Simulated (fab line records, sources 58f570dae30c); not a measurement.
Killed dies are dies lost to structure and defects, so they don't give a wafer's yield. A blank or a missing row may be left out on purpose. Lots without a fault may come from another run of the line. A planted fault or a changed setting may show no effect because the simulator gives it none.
Which tool did it? | flow berkeley_cmos170 | 6 lots, 18 wafers sampled, at 5 steps of a route of 331

WHAT THE GAUGES READ, wafer by wafer
UCB170_M3_CD_MEAS_90: target cd 700 nm.
lot  | measured     | on        | cd_nm (nm)
L105 | day 8 05:59  | cd_sem-01 | 697 699 696
L108 | day 9 03:04  | cd_sem-01 | 700 696 694
L115 | day 9 10:01  | cd_sem-02 | 702 699 700
L116 | day 10 10:52 | cd_sem-02 | 677 683 680
L121 | day 11 18:37 | cd_sem-02 | 698 699 696
L125 | day 12 02:33 | cd_sem-02 | 698 701 697

WHICH TOOL RAN EACH LOT (tool, then ch and the chambers of the sampled wafers, then the start)
lot  | UCB170_V2_ETCH_14                  | UCB170_M3_ETCH_17                  | UCB170_M3_METAL_ETCH_18           | UCB170_M3_STRIP_19
L105 | rie_diel-04 ch 0,1, day 8 02:23    | rie_diel-03 ch 1,2,3, day 8 05:38  | rie_metal-03 ch 0,1, day 8 05:41  | plasma_asher-03 ch 0,1, day 8 05:52
L108 | rie_diel-02 ch 1,2,3, day 8 22:58  | rie_diel-03 ch 0,2,3, day 9 02:44  | rie_metal-04 ch 0,1, day 9 02:46  | plasma_asher-01 ch 0,1, day 9 02:58
L115 | rie_diel-02 ch 0,2,3, day 9 04:19  | rie_diel-02 ch 0,3, day 9 09:19    | rie_metal-02 ch 0,1, day 9 09:22  | plasma_asher-04 ch 0,1, day 9 09:33
L116 | rie_diel-02 ch 0,2,3, day 10 05:24 | rie_diel-02 ch 0,1,3, day 10 10:31 | rie_metal-04 ch 0,1, day 10 10:34 | plasma_asher-03 ch 0,1, day 10 10:44
L121 | rie_diel-02 ch 1,2, day 11 15:28   | rie_diel-02 ch 0,1,2, day 11 18:17 | rie_metal-02 ch 0,1, day 11 18:19 | plasma_asher-01 ch 0,1, day 11 18:31
L125 | rie_diel-04 ch 0,1,2, day 11 23:16 | rie_diel-03 ch 1,2,3, day 12 02:13 | rie_metal-02 ch 0,1, day 12 02:16 | plasma_asher-03 ch 0,1, day 12 02:27
- UCB170_V2_ETCH_14: etches SiO2 in CHF3/CF4/Ar, stops on Al, target depth 1250 nm, time 291 s.
- UCB170_M3_ETCH_17: etches BARC in N2/H2.
- UCB170_M3_METAL_ETCH_18: etches Al in Cl2/BCl3, stops on SiO2, target depth 1170 nm, time 195 s.
- UCB170_M3_STRIP_19: strips in O2.

THE ANSWER, worked out from the rows above alone
Rule: what is usual is taken from the lots themselves. Put in order of their means at a reading, lots are off if they are a third of the lots or fewer, leave a main group of 4 or more, and stand apart from it by a gap of 3 or more times the standard deviation of the main group's means; of several such gaps the widest counts. A main group whose means are all the same, to the digits that the tables above print for the reading, isn't used. A lot without any number at a reading at which 4 lots or more have one is off too. The other lots that the step has rows for count as sound.
Off: L116, at UCB170_M3_CD_MEAS_90 (cd_nm). The main group: mean 698 nm, standard deviation 1.3.
A tool fits if, at a process step before that reading, it ran every lot that is off, and no sound lot after the first of them. The gauges at UCB170_M3_CD_MEAS_90 are tried like those tools. One fits: rie_metal-04 at UCB170_M3_METAL_ETCH_18. Its last sound lot is L108 (day 9 02:46), its first lot that is off L116 (day 10 10:34): a fault that began between those two fits.

WHAT THE SIMULATOR HAD PUT IN
Process parameter drift: rie_metal-04, from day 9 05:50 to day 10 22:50, at UCB170_M3_METAL_ETCH_18. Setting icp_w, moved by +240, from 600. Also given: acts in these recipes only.
Lots struck among those shown: L116. The rule above found the same.
